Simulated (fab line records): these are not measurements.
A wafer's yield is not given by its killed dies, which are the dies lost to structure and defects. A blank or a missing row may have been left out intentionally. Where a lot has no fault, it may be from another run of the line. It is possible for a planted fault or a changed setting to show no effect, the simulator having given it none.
fab line records :: flow rit_cmos
record:
  lots: 6
  wafers: 18
  last_day: 7
route steps=202 shown NWELL@35 PWELL@39 M1@202
lots that met no fault: taken from a fault-free run of the same line
start_h: hours from the record's first day to the start of the lot's first wafer shown :: wait_h: time in hours since the lot's previous step :: " the same as in the row above :: L1.1+2: several wafers, shown together as one row :: - either no value or no given start :: * or withheld: withheld :: < > ~ a bound
route shown NAME@n: names a module that has steps shown in the file, with the first one's number in the route :: usual: mean/standard deviation of fault-free wafers :: same: alike in all rows :: chamber/n: place in a boat :: sites: readings site by site :: _std_site: their standard deviation :: _edge_site: mean of outer sites minus mean of inner sites :: radius_mm: how far each site lies from the wafer's centre :: mask NAME#n: copy n :: behind: tool/chamber where the wafer was last shaped :: hold: why the lot was held/for how many hours/how that ended :: device: the transistor (n, p or np) that didn't switch :: end of line: tests run on the same wafers once the route is complete :: step lacking rows: just its recipe :: killed: dies lost to structure and defects at the first sort, not the wafer's yield :: map: shows each die of a wafer: x if killed, . if not, _ if none is there
set.NAME: the setting that was run; set.NAME@STEP: the one run at that earlier step :: model.NAME: the simulator's own value behind a step, which no gauge read
lots at some steps of the route; a table a step, a row a wafer
services: a tool's chamber out of use, with start hour (start_h, from the record's first day; less than 0 if before it), hours out, and reason
== steps ==
step: RIT_NWELL_HARDBAKE_07
recipe:
  resist: NOVOLAK
  temp_c: 140
  time_s: 120
step: RIT_NWELL_IMPLANT_08
recipe:
  species: P
  energy_kev: 170
  dose_cm2: 5e+13
  tilt_deg: 7
step: RIT_NWELL_STRIP_09
recipe:
  chemistry: O2
  time_s: 180
  resist: NOVOLAK
  platen_temp_c: withheld
  power_w: 500
  pressure_mtorr: 4000
  o2_flow_sccm: 4000
usual:
  drypump_motor_current_A: 5.4/0.38
same:
  time_s: 180
lot.wafer: L583.3
tool: plasma_asher-01
chamber: 1
start_h: 26.27
wait_h: 0.1
drypump_motor_current_A: 5.9
rf_hours_counter_h: -

lot.wafer: L583.5
tool: plasma_asher-01
chamber: 1
start_h: 26.27
wait_h: 0.1
drypump_motor_current_A: 5.9
rf_hours_counter_h: -

lot.wafer: L583.6
tool: plasma_asher-01
chamber: 0
start_h: 26.27
wait_h: 0.1
drypump_motor_current_A: 4.8
rf_hours_counter_h: -

lot.wafer: L587.3
tool: plasma_asher-02
chamber: 0
start_h: 49.01
wait_h: 0.1
drypump_motor_current_A: 5.3
rf_hours_counter_h: -

lot.wafer: L587.4
tool: plasma_asher-02
chamber: 1
start_h: 49.01
wait_h: 0.1
drypump_motor_current_A: 5.7
rf_hours_counter_h: -

lot.wafer: L587.6
tool: plasma_asher-02
chamber: 0
start_h: 49.01
wait_h: 0.1
drypump_motor_current_A: 5.3
rf_hours_counter_h: -

lot.wafer: L589.1
tool: plasma_asher-02
chamber: 1
start_h: 56.52
wait_h: 0.1
drypump_motor_current_A: 5.7
rf_hours_counter_h: 42

lot.wafer: L589.3
tool: plasma_asher-02
chamber: 0
start_h: 56.52
wait_h: 0.1
drypump_motor_current_A: 5.3
rf_hours_counter_h: -

lot.wafer: L589.4
tool: plasma_asher-02
chamber: 1
start_h: 56.52
wait_h: 0.1
drypump_motor_current_A: 5.7
rf_hours_counter_h: -

lot.wafer: L590.2
tool: plasma_asher-02
chamber: 1
start_h: 62.17
wait_h: 0.1
drypump_motor_current_A: 5.8
rf_hours_counter_h: 42

lot.wafer: L590.3
tool: plasma_asher-02
chamber: 0
start_h: 62.17
wait_h: 0.1
drypump_motor_current_A: 5.3
rf_hours_counter_h: -

lot.wafer: L590.6
tool: plasma_asher-02
chamber: 1
start_h: 62.17
wait_h: 0.1
drypump_motor_current_A: 5.7
rf_hours_counter_h: -

lot.wafer: L602.1
tool: plasma_asher-03
chamber: 0
start_h: 120.79
wait_h: 0.1
drypump_motor_current_A: 4.8
rf_hours_counter_h: 49

lot.wafer: L602.4
tool: plasma_asher-03
chamber: 0
start_h: 120.79
wait_h: 0.1
drypump_motor_current_A: 4.8
rf_hours_counter_h: -

lot.wafer: L602.6
tool: plasma_asher-03
chamber: 0
start_h: 120.79
wait_h: 0.1
drypump_motor_current_A: 4.8
rf_hours_counter_h: -

lot.wafer: L604.1
tool: plasma_asher-01
chamber: 1
start_h: 131.15
wait_h: 0.1
drypump_motor_current_A: 5.9
rf_hours_counter_h: 33

lot.wafer: L604.4
tool: plasma_asher-01
chamber: 1
start_h: 131.15
wait_h: 0.1
drypump_motor_current_A: 5.9
rf_hours_counter_h: -

lot.wafer: L604.5
tool: plasma_asher-01
chamber: 0
start_h: 131.15
wait_h: 0.1
drypump_motor_current_A: 4.8
rf_hours_counter_h: -
step: RIT_NWELL_TW_MEAS_10
usual:
  NWELL_TW: 2135/17
lot.wafer: L583.3
tool: film_metro-04
chamber: -
start_h: 26.41
wait_h: 0.1
NWELL_TW: 2136

lot.wafer: L583.5
tool: film_metro-04
chamber: -
start_h: 26.41
wait_h: 0.1
NWELL_TW: 2128

lot.wafer: L583.6
tool: film_metro-04
chamber: -
start_h: 26.41
wait_h: 0.1
NWELL_TW: 2141

lot.wafer: L587.3
tool: film_metro-04
chamber: -
start_h: 49.15
wait_h: 0.1
NWELL_TW: 2140

lot.wafer: L587.4
tool: film_metro-04
chamber: -
start_h: 49.15
wait_h: 0.1
NWELL_TW: 2139

lot.wafer: L587.6
tool: film_metro-04
chamber: -
start_h: 49.15
wait_h: 0.1
NWELL_TW: 2133

lot.wafer: L589.1
tool: film_metro-04
chamber: -
start_h: 56.69
wait_h: 0.1
NWELL_TW: 2147

lot.wafer: L589.3
tool: film_metro-04
chamber: -
start_h: 56.69
wait_h: 0.1
NWELL_TW: 2137

lot.wafer: L589.4
tool: film_metro-04
chamber: -
start_h: 56.69
wait_h: 0.1
NWELL_TW: 2127

lot.wafer: L590.2
tool: film_metro-03
chamber: -
start_h: 62.35
wait_h: 0.1
NWELL_TW: 2110

lot.wafer: L590.3
tool: film_metro-03
chamber: -
start_h: 62.35
wait_h: 0.1
NWELL_TW: 2107

lot.wafer: L590.6
tool: film_metro-03
chamber: -
start_h: 62.35
wait_h: 0.1
NWELL_TW: 2106

lot.wafer: L602.1
tool: film_metro-04
chamber: -
start_h: 120.96
wait_h: 0.1
NWELL_TW: 2132

lot.wafer: L602.4
tool: film_metro-04
chamber: -
start_h: 120.96
wait_h: 0.1
NWELL_TW: 2136

lot.wafer: L602.6
tool: film_metro-04
chamber: -
start_h: 120.96
wait_h: 0.1
NWELL_TW: 2112

lot.wafer: L604.1
tool: film_metro-01
chamber: -
start_h: 131.33
wait_h: 0.1
NWELL_TW: 2141

lot.wafer: L604.4
tool: film_metro-01
chamber: -
start_h: 131.33
wait_h: 0.1
NWELL_TW: 2163

lot.wafer: L604.5
tool: film_metro-01
chamber: -
start_h: 131.33
wait_h: 0.1
NWELL_TW: 2146
step: RIT_PWELL_HMDS_00
recipe:
  prime_time_s: 60
  prime_temp_c: 140
step: RIT_PWELL_COAT_01
recipe:
  resist: NOVOLAK
  spin_rpm: 2000
  resist_thk_nm: 1300
step: RIT_PWELL_SOFTBAKE_02
recipe:
  resist: NOVOLAK
  temp_c: 90
  time_s: 60
step: RIT_PWELL_EXPOSE_03
recipe:
  mask_id: M3
  na: 0.57
  target_cd_nm: 43700
  dose_mj: 250
step: RIT_PWELL_PEB_04
recipe:
  resist: NOVOLAK
  temp_c: withheld
  time_s: withheld
step: RIT_PWELL_DEVELOP_05
recipe:
  resist: NOVOLAK
  develop_time_s: 68
  dev_temp_c: 23
step: RIT_PWELL_OVL_MEAS_06
usual:
  PWELL_OVL: 0.1/1.5
lot.wafer: L583.3
tool: overlay-01
chamber: -
start_h: 27.35
wait_h: -
PWELL_OVL[nm]: 2.6

lot.wafer: L583.5
tool: overlay-01
chamber: -
start_h: 27.35
wait_h: -
PWELL_OVL[nm]: 1.2

lot.wafer: L583.6
tool: overlay-01
chamber: -
start_h: 27.35
wait_h: -
PWELL_OVL[nm]: 2.3

lot.wafer: L587.3
tool: overlay-02
chamber: -
start_h: 50.24
wait_h: -
PWELL_OVL[nm]: -2.0

lot.wafer: L587.4
tool: overlay-02
chamber: -
start_h: 50.24
wait_h: -
PWELL_OVL[nm]: -2.1

lot.wafer: L587.6
tool: overlay-02
chamber: -
start_h: 50.24
wait_h: -
PWELL_OVL[nm]: -0.2

lot.wafer: L589.1
tool: overlay-02
chamber: -
start_h: 57.67
wait_h: -
PWELL_OVL[nm]: -0.2

lot.wafer: L589.3
tool: overlay-02
chamber: -
start_h: 57.67
wait_h: -
PWELL_OVL[nm]: -3.8

lot.wafer: L589.4
tool: overlay-02
chamber: -
start_h: 57.67
wait_h: -
PWELL_OVL[nm]: -0.8

lot.wafer: L590.2
tool: overlay-01
chamber: -
start_h: 63.29
wait_h: -
PWELL_OVL[nm]: -2.0

lot.wafer: L590.3
tool: overlay-01
chamber: -
start_h: 63.29
wait_h: -
PWELL_OVL[nm]: -1.6

lot.wafer: L590.6
tool: overlay-01
chamber: -
start_h: 63.29
wait_h: -
PWELL_OVL[nm]: -0.4

lot.wafer: L602.1
tool: overlay-01
chamber: -
start_h: 122.03
wait_h: -
PWELL_OVL[nm]: -0.8

lot.wafer: L602.4
tool: overlay-01
chamber: -
start_h: 122.03
wait_h: -
PWELL_OVL[nm]: 0.4

lot.wafer: L602.6
tool: overlay-01
chamber: -
start_h: 122.03
wait_h: -
PWELL_OVL[nm]: -0.8

lot.wafer: L604.1
tool: overlay-01
chamber: -
start_h: 132.27
wait_h: -
PWELL_OVL[nm]: -0.2

lot.wafer: L604.4
tool: overlay-01
chamber: -
start_h: 132.27
wait_h: -
PWELL_OVL[nm]: -1.1

lot.wafer: L604.5
tool: overlay-01
chamber: -
start_h: 132.27
wait_h: -
PWELL_OVL[nm]: 0.9
step: RIT_PWELL_HARDBAKE_07
recipe:
  resist: NOVOLAK
  temp_c: 140
  time_s: 120
step: RIT_PWELL_IMPLANT_08
recipe:
  species: B
  energy_kev: 168.6
  dose_cm2: 7e+13
  tilt_deg: 7
usual:
  tilt_deg: 7.000/0.02
lot.wafer: L583.3
tool: implanter-02
chamber: 0
start_h: 27.68
wait_h: 0.2
tilt_deg: 6.995

lot.wafer: L583.5
tool: implanter-02
chamber: 0
start_h: 27.68
wait_h: 0.2
tilt_deg: 7.012

lot.wafer: L583.6
tool: implanter-02
chamber: 0
start_h: 27.68
wait_h: 0.2
tilt_deg: 6.981

lot.wafer: L587.3
tool: implanter-04
chamber: 0
start_h: 50.62
wait_h: 0.2
tilt_deg: 6.966

lot.wafer: L587.4
tool: implanter-04
chamber: 0
start_h: 50.62
wait_h: 0.2
tilt_deg: 6.970

lot.wafer: L587.6
tool: implanter-04
chamber: 0
start_h: 50.62
wait_h: 0.2
tilt_deg: 6.988

lot.wafer: L589.1
tool: implanter-04
chamber: 0
start_h: 58.10
wait_h: 0.2
tilt_deg: 7.023

lot.wafer: L589.3
tool: implanter-04
chamber: 0
start_h: 58.10
wait_h: 0.2
tilt_deg: 7.009

lot.wafer: L589.4
tool: implanter-04
chamber: 0
start_h: 58.10
wait_h: 0.2
tilt_deg: 6.990

lot.wafer: L590.2
tool: implanter-01
chamber: 0
start_h: 63.59
wait_h: 0.2
tilt_deg: 7.004

lot.wafer: L590.3
tool: implanter-01
chamber: 0
start_h: 63.59
wait_h: 0.2
tilt_deg: 6.987

lot.wafer: L590.6
tool: implanter-01
chamber: 0
start_h: 63.59
wait_h: 0.2
tilt_deg: 6.992

lot.wafer: L602.1
tool: implanter-04
chamber: 0
start_h: 122.31
wait_h: 0.2
tilt_deg: 4.441

lot.wafer: L602.4
tool: implanter-04
chamber: 0
start_h: 122.31
wait_h: 0.2
tilt_deg: 4.429

lot.wafer: L602.6
tool: implanter-04
chamber: 0
start_h: 122.31
wait_h: 0.2
tilt_deg: 4.453

lot.wafer: L604.1
tool: implanter-04
chamber: 0
start_h: 132.56
wait_h: 0.2
tilt_deg: 4.428

lot.wafer: L604.4
tool: implanter-04
chamber: 0
start_h: 132.56
wait_h: 0.2
tilt_deg: 4.453

lot.wafer: L604.5
tool: implanter-04
chamber: 0
start_h: 132.56
wait_h: 0.2
tilt_deg: 4.453
step: RIT_PWELL_STRIP_09
recipe:
  chemistry: O2
  time_s: 180
  resist: NOVOLAK
  platen_temp_c: withheld
  power_w: 500
  pressure_mtorr: 4000
  o2_flow_sccm: 4000
usual:
  drypump_motor_current_A: 5.5/0.36
same:
  time_s: 180
lot.wafer: L583.3
tool: plasma_asher-04
chamber: 0
start_h: 27.84
wait_h: 0.1
drypump_motor_current_A: 5.8
rf_hours_counter_h: -

lot.wafer: L583.5
tool: plasma_asher-04
chamber: 0
start_h: 27.84
wait_h: 0.1
drypump_motor_current_A: 5.8
rf_hours_counter_h: -

lot.wafer: L583.6
tool: plasma_asher-04
chamber: 1
start_h: 27.84
wait_h: 0.1
drypump_motor_current_A: 5.5
rf_hours_counter_h: -

lot.wafer: L587.3
tool: plasma_asher-03
chamber: 0
start_h: 50.78
wait_h: 0.1
drypump_motor_current_A: 4.8
rf_hours_counter_h: -

lot.wafer: L587.4
tool: plasma_asher-03
chamber: 1
start_h: 50.78
wait_h: 0.1
drypump_motor_current_A: 5.7
rf_hours_counter_h: -

lot.wafer: L587.6
tool: plasma_asher-03
chamber: 0
start_h: 50.78
wait_h: 0.1
drypump_motor_current_A: 4.8
rf_hours_counter_h: -

lot.wafer: L589.1
tool: plasma_asher-03
chamber: 0
start_h: 58.25
wait_h: 0.1
drypump_motor_current_A: 4.8
rf_hours_counter_h: 42

lot.wafer: L589.3
tool: plasma_asher-03
chamber: 0
start_h: 58.25
wait_h: 0.1
drypump_motor_current_A: 4.8
rf_hours_counter_h: -

lot.wafer: L589.4
tool: plasma_asher-03
chamber: 1
start_h: 58.25
wait_h: 0.1
drypump_motor_current_A: 5.7
rf_hours_counter_h: -

lot.wafer: L590.2
tool: plasma_asher-02
chamber: 0
start_h: 63.72
wait_h: 0.1
drypump_motor_current_A: 5.3
rf_hours_counter_h: 43

lot.wafer: L590.3
tool: plasma_asher-02
chamber: 0
start_h: 63.72
wait_h: 0.1
drypump_motor_current_A: 5.3
rf_hours_counter_h: -

lot.wafer: L590.6
tool: plasma_asher-02
chamber: 1
start_h: 63.72
wait_h: 0.1
drypump_motor_current_A: 5.7
rf_hours_counter_h: -

lot.wafer: L602.1
tool: plasma_asher-04
chamber: 1
start_h: 122.46
wait_h: 0.1
drypump_motor_current_A: 5.5
rf_hours_counter_h: 1

lot.wafer: L602.4
tool: plasma_asher-04
chamber: 1
start_h: 122.46
wait_h: 0.1
drypump_motor_current_A: 5.5
rf_hours_counter_h: -

lot.wafer: L602.6
tool: plasma_asher-04
chamber: 0
start_h: 122.46
wait_h: 0.1
drypump_motor_current_A: 5.8
rf_hours_counter_h: -

lot.wafer: L604.1
tool: plasma_asher-02
chamber: 0
start_h: 132.71
wait_h: 0.1
drypump_motor_current_A: 5.3
rf_hours_counter_h: 51

lot.wafer: L604.4
tool: plasma_asher-02
chamber: 0
start_h: 132.71
wait_h: 0.1
drypump_motor_current_A: 5.3
rf_hours_counter_h: -

lot.wafer: L604.5
tool: plasma_asher-02
chamber: 1
start_h: 132.71
wait_h: 0.1
drypump_motor_current_A: 5.7
rf_hours_counter_h: -
step: RIT_M1_PROBE_99
usual:
  killed_at_contacts: 0.1/0.31
  killed_at_front_end: 7/3.2
  killed_dies: 7/3.2
  killed_open: 3.6/2.1
  killed_short: 3.5/2.1
same:
  gross_dies: 264
  killed_at_M0_to_M3: 0
  killed_at_M4_up: 0
  killed_at_back_side: 0
  killed_at_other: 0
lot.wafer: L587.3
tool: prober-01
chamber: -
start_h: 85.84
wait_h: 0.2
killed_at_contacts: 1
killed_at_front_end: 15
killed_dies: 16
killed_open: 8
killed_short: 8

lot.wafer: L587.4
tool: prober-01
chamber: -
start_h: 85.89
wait_h: 0.2
killed_at_contacts: 0
killed_at_front_end: 8
killed_dies: 8
killed_open: 4
killed_short: 4

lot.wafer: L587.6
tool: prober-01
chamber: -
start_h: 85.99
wait_h: 0.2
killed_at_contacts: 0
killed_at_front_end: 4
killed_dies: 4
killed_open: 1
killed_short: 3

lot.wafer: L589.1
tool: prober-01
chamber: -
start_h: 92.88
wait_h: 0.1
killed_at_contacts: 0
killed_at_front_end: 10
killed_dies: 10
killed_open: 3
killed_short: 7

lot.wafer: L589.3
tool: prober-01
chamber: -
start_h: 92.98
wait_h: 0.2
killed_at_contacts: 0
killed_at_front_end: 14
killed_dies: 14
killed_open: 2
killed_short: 12

lot.wafer: L589.4
tool: prober-01
chamber: -
start_h: 93.03
wait_h: 0.2
killed_at_contacts: 1
killed_at_front_end: 10
killed_dies: 11
killed_open: 3
killed_short: 8

lot.wafer: L604.1
tool: prober-02
chamber: -
start_h: 167.87
wait_h: 0.1
killed_at_contacts: 0
killed_at_front_end: 2
killed_dies: 2
killed_open: 0
killed_short: 2

lot.wafer: L604.4
tool: prober-02
chamber: -
start_h: 168.02
wait_h: 0.2
killed_at_contacts: 0
killed_at_front_end: 8
killed_dies: 8
killed_open: 3
killed_short: 5

lot.wafer: L604.5
tool: prober-02
chamber: -
start_h: 168.07
wait_h: 0.2
killed_at_contacts: 0
killed_at_front_end: 13
killed_dies: 13
killed_open: 5
killed_short: 8
killed by level:class
L587.3 GATE:geometric_particle:open=4 GATE:geometric_particle:short=4 FOX1:geometric_particle:open=2 FOX1:geometric_particle:short=1 REOX:geometric_particle:open=1 REOX:geometric_particle:short=1 SPACER:geometric_particle:open=1 SILICIDE:geometric_particle:short=1
L587.4 FOX2:geometric_particle:open=2 SILICIDE:geometric_particle:short=2 FOX1:geometric_particle:open=1 GATE:geometric_particle:short=1 REOX:geometric_particle:short=1 SPACER:geometric_particle:open=1
L587.6 FOX2:geometric_particle:short=3 FOX2:geometric_particle:open=1
L589.1 FOX2:geometric_particle:short=2 GATE:geometric_particle:open=2 SPACER:geometric_particle:short=2 GATE:geometric_particle:short=1 REOX:geometric_particle:short=1 REOX:geometric_particle:open=1 SILICIDE:geometric_particle:short=1
L589.3 GATE:geometric_particle:short=3 SILICIDE:geometric_particle:short=3 FOX1:geometric_particle:short=2 REOX:geometric_particle:short=2 SPACER:geometric_particle:short=2 GATE:geometric_particle:open=1 SPACER:geometric_particle:open=1
L589.4 GATE:geometric_particle:open=3 REOX:geometric_particle:short=2 SPACER:geometric_particle:short=2 FOX1:geometric_particle:short=1 GATE:geometric_particle:short=1 SILICIDE:geometric_particle:short=1 CONTACT:geometric_particle:short=1
L604.1 GATE:geometric_particle:short=2
L604.4 GATE:geometric_particle:short=4 GATE:geometric_particle:open=3 SPACER:geometric_particle:short=1
L604.5 REOX:geometric_particle:short=4 FOX1:geometric_particle:open=3 FOX1:geometric_particle:short=2 GATE:geometric_particle:open=1 SPACER:geometric_particle:short=1 SPACER:geometric_particle:open=1 SILICIDE:geometric_particle:short=1
== services ==
tool: implanter-04
chamber: -
start_h: 4.26
hours: 6.0
kind: repair

tool: plasma_asher-03
chamber: -
start_h: 6.39
hours: 0.4
kind: repair

tool: plasma_asher-03
chamber: -
start_h: 9.13
hours: 2.8
kind: pm

tool: implanter-01
chamber: -
start_h: 19.52
hours: 6.7
kind: repair

tool: implanter-04
chamber: -
start_h: 26.49
hours: 6.9
kind: pm

tool: implanter-04
chamber: -
start_h: 37.59
hours: 0.6
kind: repair

tool: plasma_asher-04
chamber: -
start_h: 54.47
hours: 2.2
kind: repair

tool: plasma_asher-01
chamber: -
start_h: 70.32
hours: 15.6
kind: pm

tool: plasma_asher-04
chamber: -
start_h: 108.75
hours: 9.0
kind: pm

tool: plasma_asher-04
chamber: 0
start_h: 108.75
hours: 9.0
kind: vent_cycle

tool: plasma_asher-04
chamber: 1
start_h: 108.75
hours: 9.0
kind: vent_cycle

tool: plasma_asher-04
chamber: 0
start_h: 117.75
hours: -
kind: clean

tool: plasma_asher-04
chamber: 1
start_h: 117.75
hours: -
kind: clean

tool: implanter-04
chamber: -
start_h: 118.21
hours: 3.3
kind: pm

tool: plasma_asher-02
chamber: -
start_h: 122.05
hours: 2.1
kind: repair

tool: implanter-04
chamber: -
start_h: 123.72
hours: 1.7
kind: repair
== key ==
first_sign:
  step: RIT_PWELL_IMPLANT_08
  reading: tilt_deg
  direction: down
  sigmas: 99+
  usual: 7.000
  struck: 4.443
effect none on later readings
met_at RIT_PWELL_IMPLANT_08
struck_wafers L602.1,L602.4,L602.6,L604.1,L604.4,L604.5
tester_left_out L602,L604
onset_between 58.10 122.31
fault:
  kind: process_parameter_drift
  tool: implanter-04
  chamber: -
  onset_h: 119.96
  steps: RIT_PWELL_IMPLANT_08
  channel: tilt_deg
  offset: -2.5626
  shape: step
  end_h: 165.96
  acts_in: these_recipes_only
  stated: 7
tester_left_out: of these lots the tester's yield and bins aren't shown, on N5 and GAA mostly nor the transistor test; their killed dies are dies lost to structure and defects alone, not to doping, threshold or leakage, so they don't give the yield
